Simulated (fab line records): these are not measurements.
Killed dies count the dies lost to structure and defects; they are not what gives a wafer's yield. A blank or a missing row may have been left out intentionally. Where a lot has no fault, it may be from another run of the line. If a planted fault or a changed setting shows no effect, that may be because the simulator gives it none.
Which tool was responsible? || flow berkeley-cmos170 || at 1 step of a route of 331, 7 lots with 21 wafers sampled

== WHAT THE GAUGES SHOWED, per wafer ==
UCB170_NWELL_TW_MEAS_16.
{"lot": "L437", "measured": "day 3 12:11", "on": "film-metro-02", "NWELL_TW": "1249 1253 1261"}
{"lot": "L439", "measured": "day 3 18:09", "on": "film-metro-01", "NWELL_TW": "1251 1256 1255"}
{"lot": "L443", "measured": "day 4 14:16", "on": "film-metro-02", "NWELL_TW": "1260 1254 1251"}
{"lot": "L444", "measured": "day 4 22:11", "on": "film-metro-02", "NWELL_TW": "1254 1251 1261"}
{"lot": "L448", "measured": "day 5 20:47", "on": "film-metro-01", "NWELL_TW": "1261 1253 1257"}
{"lot": "L450", "measured": "day 6 08:20", "on": "film-metro-04", "NWELL_TW": "1253 1255 1245"}
{"lot": "L455", "measured": "day 7 01:52", "on": "film-metro-04", "NWELL_TW": "1252 1260 1261"}

== TOOL THAT RAN EACH LOT (tool first, then ch and the chambers of the sampled wafers, then the start) ==
No process step before these readings appears in the record.

== THE ANSWER, worked out from the rows above alone ==
Rule: the usual values come from the lots themselves. The widest of any qualifying gaps counts: lots, ordered by their means at a reading, are off when they make up no more than a third of the lots, leave a main group of 4 or more, and stand apart from it by 3 or more times the standard deviation of that group's means. A main group whose means are all the same, to the digits that the tables above print for the reading, isn't used. A lot without any number at a reading at which 4 lots or more have one is off too. Where the step has rows for the other lots, those lots are counted as sound.
Across all readings shown, no lot is off: no conclusion can be drawn from this.

== WHAT THE SIMULATOR PUT IN ==
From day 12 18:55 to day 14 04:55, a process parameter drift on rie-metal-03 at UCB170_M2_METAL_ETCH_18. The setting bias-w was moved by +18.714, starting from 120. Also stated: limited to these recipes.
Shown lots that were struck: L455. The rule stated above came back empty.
